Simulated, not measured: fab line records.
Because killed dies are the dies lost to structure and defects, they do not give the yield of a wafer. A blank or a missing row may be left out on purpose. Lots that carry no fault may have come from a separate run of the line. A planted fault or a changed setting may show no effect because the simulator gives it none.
fab line records ; flow rit-cmos
record lots=6; wafers=18; last-day=7
route steps=202 shown NRETRO@54 PRETRO@64 M1@202
lots with no fault: from the same line, run without faults
start-h: the number of hours between the record's first day and the start of the first shown wafer of the lot ; wait-h: hours from the lot's prior step to this one ; " unchanged from the row above ; L1.1+2: one row covering several wafers at once ; - no value, or no start was given ; * or withheld: withheld ; < > ~ a bound
route shown NAME@n: NAME is a module with steps in the file, n the number in the route of the first one ; usual: average and standard deviation across the fault-free wafers ; same: alike in all rows ; chamber/n: place in a boat ; sites: readings site by site ; _std_site: their standard deviation ; _edge_site: inner sites' mean taken away from outer sites' mean ; radius-mm: for every site, how far away it sits from the centre of the wafer ; mask NAME#n: copy n ; behind: the tool/chamber that last shaped the wafer ; hold: reason for holding the lot/hours on hold/outcome of the hold ; device: the transistor (n, p or np) that didn't switch ; end of line: the same wafers' tests at the end of the route ; a step without rows: its recipe alone ; killed: dies that structure and defects cost at the first sort, which is not the same as the wafer's yield ; map: dies across one wafer; x = killed, . = not, _ = none there
set.NAME: the run value of the setting; set.NAME@STEP: its run value at that earlier step ; model.NAME: the simulator's own value behind a step, which no gauge read
lots at some steps of the route; a table a step, a row a wafer
services: the hour from which a tool's chamber was out of use, counted from the record's first day as start-h (under 0 if before that day), plus the number of hours and why
## steps
# step RIT_NRETRO_COAT_01
# recipe resist=NOVOLAK; spin-rpm=2000; resist-thk-nm=1300
# step RIT_NRETRO_SOFTBAKE_02
# recipe resist=NOVOLAK; temp-c=90; time-s=60
# step RIT_NRETRO_EXPOSE_03
# recipe mask-id=M4; na=0.57; target-cd-nm=43900; dose-mj=250
# step RIT_NRETRO_PEB_04
# recipe resist=NOVOLAK; temp-c=withheld; time-s=withheld
# step RIT_NRETRO_DEVELOP_05
# recipe resist=NOVOLAK; develop-time-s=68; dev-temp-c=23
# step RIT_NRETRO_OVL_MEAS_06
# usual NRETRO_OVL=0.0/1.4
lot.wafer;tool;chamber;start-h;wait-h;NRETRO_OVL[nm]
L363.1;overlay-01;-;61.56;-;-1.4
L363.3;overlay-01;-;61.56;-;-0.2
L363.6;overlay-01;-;61.56;-;0.5
L366.4;overlay-02;-;78.69;-;0.0
L366.5;overlay-02;-;78.69;-;0.2
L366.6;overlay-02;-;78.69;-;1.1
L372.1;overlay-01;-;106.32;-;0.4
L372.3;overlay-01;-;106.32;-;0.3
L372.4;overlay-01;-;106.32;-;2.6
L373.1;overlay-02;-;110.97;-;-2.2
L373.3;overlay-02;-;110.97;-;0.0
L373.6;overlay-02;-;110.97;-;-0.8
L375.1;overlay-02;-;120.54;-;-0.7
L375.2;overlay-02;-;120.54;-;-2.6
L375.4;overlay-02;-;120.54;-;-1.0
L379.3;overlay-01;-;140.38;-;-0.2
L379.5;overlay-01;-;140.38;-;0.3
L379.6;overlay-01;-;140.38;-;-0.7
# step RIT_NRETRO_HARDBAKE_07
# recipe resist=NOVOLAK; temp-c=140; time-s=120
# step RIT_NRETRO_IMPLANT_08
# recipe species=P; energy-kev=70; dose-cm2=1e+13; tilt-deg=7
# step RIT_NRETRO_STRIP_09
# recipe chemistry=O2; time-s=180; resist=NOVOLAK; platen-temp-c=withheld; power-w=500; pressure-mtorr=4000; o2-flow-sccm=4000
# usual drypump-motor-current-A=6.15/0.18
# same time-s=180
lot.wafer;tool;chamber;start-h;wait-h;drypump-motor-current-A;rf-hours-counter-h
L363.1;plasma-asher-04;0;62.00;0.1;6.03;27
L363.3;plasma-asher-04;0;62.00;0.1;6.04;-
L363.6;plasma-asher-04;1;62.00;0.1;6.15;-
L366.4;plasma-asher-04;0;79.17;0.1;6.03;-
L366.5;plasma-asher-04;0;79.17;0.1;6.03;-
L366.6;plasma-asher-04;1;79.17;0.1;6.13;-
L372.1;plasma-asher-04;1;106.76;0.1;6.13;33
L372.3;plasma-asher-04;1;106.76;0.1;6.14;-
L372.4;plasma-asher-04;0;106.76;0.1;6.03;-
L373.1;plasma-asher-04;0;111.41;0.1;6.04;34
L373.3;plasma-asher-04;1;111.41;0.1;6.15;-
L373.6;plasma-asher-04;1;111.41;0.1;6.13;-
L375.1;plasma-asher-01;0;120.98;0.1;6.30;48
L375.2;plasma-asher-01;1;120.98;0.1;5.87;48
L375.4;plasma-asher-01;0;120.98;0.1;6.32;-
L379.3;plasma-asher-03;1;140.92;0.1;6.29;-
L379.5;plasma-asher-03;0;140.92;0.1;6.47;-
L379.6;plasma-asher-03;1;140.92;0.1;6.30;-
# step RIT_NRETRO_TW_MEAS_10
# usual NRETRO_TW=1052/14
lot.wafer;tool;chamber;start-h;wait-h;NRETRO_TW
L363.1;film-metro-02;-;62.17;0.1;1061
L363.3;film-metro-02;-;62.17;0.1;1065
L363.6;film-metro-02;-;62.17;0.1;1061
L366.4;film-metro-02;-;79.32;0.1;1065
L366.5;film-metro-02;-;79.32;0.1;1060
L366.6;film-metro-02;-;79.32;0.1;1065
L372.1;film-metro-03;-;106.93;0.1;1031
L372.3;film-metro-03;-;106.93;0.1;1036
L372.4;film-metro-03;-;106.93;0.1;1031
L373.1;film-metro-01;-;111.58;0.1;1070
L373.3;film-metro-01;-;111.58;0.1;1058
L373.6;film-metro-01;-;111.58;0.1;1069
L375.1;film-metro-03;-;121.15;0.1;1037
L375.2;film-metro-03;-;121.15;0.1;1036
L375.4;film-metro-03;-;121.15;0.1;1047
L379.3;film-metro-01;-;141.05;0.1;1066
L379.5;film-metro-01;-;141.05;0.1;1062
L379.6;film-metro-01;-;141.05;0.1;1060
# step RIT_PRETRO_HMDS_00
# recipe prime-time-s=60; prime-temp-c=140
# step RIT_PRETRO_COAT_01
# recipe resist=NOVOLAK; spin-rpm=2000; resist-thk-nm=1300
# step RIT_PRETRO_SOFTBAKE_02
# recipe resist=NOVOLAK; temp-c=90; time-s=60
# usual heater-power-total-W=34.56/0.046; plate-temp-C=90.01/0.12
# same time-s=60
lot.wafer;tool;chamber;start-h;wait-h;heater-power-total-W;plate-temp-C;model.NOVOLAK_of_PRETRO_COAT_01.thk-nm
L363.1;litho-track-02;0;62.53;0.1;34.50;89.90;1299
L363.3;litho-track-02;0;62.53;0.1;34.58;89.92;1298
L363.6;litho-track-02;0;62.53;0.1;34.54;90.15;1298
L366.4;litho-track-01;0;79.72;0.1;34.63;89.73;1302
L366.5;litho-track-01;0;79.72;0.1;34.54;89.84;1307
L366.6;litho-track-01;0;79.72;0.1;34.56;89.96;1304
L372.1;litho-track-03;0;107.29;0.1;34.45;89.79;1295
L372.3;litho-track-03;0;107.29;0.1;34.49;89.85;1292
L372.4;litho-track-03;0;107.29;0.1;34.49;90.05;1299
L373.1;litho-track-02;0;111.94;0.1;41.73;103.26;1253
L373.3;litho-track-02;0;111.94;0.1;41.87;103.41;1255
L373.6;litho-track-02;0;111.94;0.1;41.74;103.28;1254
L375.1;litho-track-02;0;121.51;0.1;41.82;103.27;1253
L375.2;litho-track-02;0;121.51;0.1;41.80;103.34;1255
L375.4;litho-track-02;0;121.51;0.1;41.80;103.36;1255
L379.3;litho-track-01;0;141.45;0.1;34.52;90.14;1296
L379.5;litho-track-01;0;141.45;0.1;34.59;90.00;1299
L379.6;litho-track-01;0;141.45;0.1;34.61;90.23;1298
# step RIT_PRETRO_EXPOSE_03
# recipe mask-id=M5; na=0.57; target-cd-nm=43700; dose-mj=250
# step RIT_PRETRO_PEB_04
# recipe resist=NOVOLAK; temp-c=withheld; time-s=withheld
# step RIT_PRETRO_DEVELOP_05
# recipe resist=NOVOLAK; develop-time-s=68; dev-temp-c=23
lot.wafer;tool;chamber;start-h;wait-h;model.NOVOLAK_of_PRETRO_COAT_01.thk-nm
L363.1;litho-track-01;0;-;-;1299
L363.3;litho-track-01;0;-;-;1297
L363.6;litho-track-01;0;-;-;1298
L366.4;litho-track-01;0;-;-;1301
L366.5;litho-track-01;0;-;-;1306
L366.6;litho-track-01;0;-;-;1304
L372.1;litho-track-03;0;-;-;1295
L372.3;litho-track-03;0;-;-;1292
L372.4;litho-track-03;0;-;-;1299
L373.1;litho-track-02;0;-;-;1252
L373.3;litho-track-02;0;-;-;1255
L373.6;litho-track-02;0;-;-;1254
L375.1;litho-track-02;0;-;-;1253
L375.2+4;litho-track-02;0;-;-;1254
L379.3;litho-track-02;0;-;-;1295
L379.5+6;litho-track-02;0;-;-;1298
# step RIT_PRETRO_OVL_MEAS_06
# usual PRETRO_OVL=0.8/1.5
lot.wafer;tool;chamber;start-h;wait-h;PRETRO_OVL[nm]
L363.1;overlay-02;-;63.24;-;-1.4
L363.3;overlay-02;-;63.24;-;-1.7
L363.6;overlay-02;-;63.24;-;-1.0
L366.4;overlay-02;-;80.24;-;1.6
L366.5;overlay-02;-;80.24;-;0.1
L366.6;overlay-02;-;80.24;-;3.0
L372.1;overlay-02;-;107.87;-;0.7
L372.3;overlay-02;-;107.87;-;0.9
L372.4;overlay-02;-;107.87;-;-0.3
L373.1;overlay-02;-;112.65;-;1.5
L373.3;overlay-02;-;112.65;-;-0.3
L373.6;overlay-02;-;112.65;-;1.6
L375.1;overlay-02;-;122.09;-;-0.4
L375.2;overlay-02;-;122.09;-;-0.8
L375.4;overlay-02;-;122.09;-;-0.2
L379.3;overlay-01;-;142.00;-;0.6
L379.5;overlay-01;-;142.00;-;1.6
L379.6;overlay-01;-;142.00;-;2.1
# step RIT_M1_PROBE_99
# usual killed-at-contacts=0.1/0.34; killed-at-front-end=6.9/2.8; killed-dies=7.1/2.8; killed-open=3.4/1.9; killed-short=3.6/1.7
# same gross-dies=264; killed_at_M0_to_M3=0; killed_at_M4_up=0; killed-at-back-side=0; killed-at-other=0
lot.wafer;tool;chamber;start-h;wait-h;killed-at-contacts;killed-at-front-end;killed-dies;killed-open;killed-short
L363.1;prober-01;-;91.12;0.1;0;8;8;4;4
L363.3;prober-01;-;91.22;0.2;0;6;6;3;3
L363.6;prober-01;-;91.37;0.2;0;12;12;6;6
L366.4;prober-02;-;107.58;0.2;0;2;2;1;1
L366.5;prober-02;-;107.63;0.2;0;14;14;7;7
L366.6;prober-02;-;107.68;0.2;1;6;7;3;4
L375.1;prober-01;-;150.38;0.1;0;7;7;5;2
L375.2;prober-01;-;150.43;0.1;0;7;7;2;5
L375.4;prober-01;-;150.53;0.2;0;7;7;6;1
# killed by level:class
L363.1 FOX2:geometric-particle:open=2 FOX1:geometric-particle:short=1 FOX2:geometric-particle:short=1 GATE:geometric-particle:open=1 REOX:geometric-particle:short=1 SILICIDE:geometric-particle:short=1 SILICIDE:geometric-particle:open=1
L363.3 SPACER:geometric-particle:open=2 FOX1:geometric-particle:short=1 GATE:geometric-particle:open=1 REOX:geometric-particle:short=1 SILICIDE:geometric-particle:short=1
L363.6 GATE:geometric-particle:open=4 GATE:geometric-particle:short=3 SPACER:geometric-particle:open=2 FOX2:geometric-particle:short=1 REOX:geometric-particle:short=1 SILICIDE:geometric-particle:short=1
L366.4 GATE:geometric-particle:short=1 GATE:geometric-particle:open=1
L366.5 FOX1:geometric-particle:short=2 GATE:geometric-particle:open=2 SPACER:geometric-particle:open=2 SILICIDE:geometric-particle:short=2 FOX1:geometric-particle:open=1 FOX2:geometric-particle:open=1 GATE:geometric-particle:short=1 REOX:geometric-particle:open=1
L366.6 GATE:geometric-particle:short=2 SILICIDE:geometric-particle:open=2 GATE:geometric-particle:open=1 REOX:geometric-particle:short=1 CONTACT:geometric-particle:short=1
L375.1 GATE:geometric-particle:open=3 SILICIDE:geometric-particle:open=2 FOX2:geometric-particle:short=1 REOX:geometric-particle:short=1
L375.2 GATE:geometric-particle:short=3 FOX1:geometric-particle:open=1 FOX1:geometric-particle:short=1 GATE:geometric-particle:open=1 SILICIDE:geometric-particle:short=1
L375.4 GATE:geometric-particle:open=3 SILICIDE:geometric-particle:open=2 GATE:geometric-particle:short=1 REOX:geometric-particle:open=1
## services
tool;chamber;start-h;hours;kind
plasma-asher-03;-;57.75;28.1;pm
plasma-asher-03;-;105.49;1.6;repair
plasma-asher-03;-;108.75;9.0;pm
plasma-asher-03;0;108.75;9.0;vent-cycle
plasma-asher-03;1;108.75;9.0;vent-cycle
plasma-asher-01;-;111.83;4.1;repair
plasma-asher-03;0;117.75;-;clean
plasma-asher-03;1;117.75;-;clean
## key
first-sign step=RIT_PRETRO_SOFTBAKE_02; reading=heater-power-total-W; direction=up; sigmas=99+; usual=34.56; struck=41.79
effect step=RIT_PRETRO_SOFTBAKE_02; reading=plate-temp-C; direction=up; sigmas=99+; usual=*; struck=*
model-effect step=RIT_PRETRO_SOFTBAKE_02; value=NOVOLAK_of_PRETRO_COAT_01.thk-nm; without=1300; struck=1254
model-effect step=RIT_PRETRO_DEVELOP_05; value=NOVOLAK_of_PRETRO_COAT_01.thk-nm; without=1299; struck=1254
met-at RIT_PRETRO_SOFTBAKE_02
struck-wafers L373.1,L373.3,L373.6,L375.1,L375.2,L375.4
tester-left-out L373,L375
onset-between 62.53 111.94
fault kind=process-parameter-drift; tool=litho-track-02; chamber=-; onset-h=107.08; steps=RIT_PRETRO_SOFTBAKE_02; channel=temp-c; offset=*; shape=step; end-h=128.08; acts-in=*; stated=*
# tester-left-out: of these lots the tester's yield and bins aren't shown, on N5 and GAA mostly nor the transistor test; their killed dies are dies lost to structure and defects alone, not to doping, threshold or leakage, so they don't give the yield
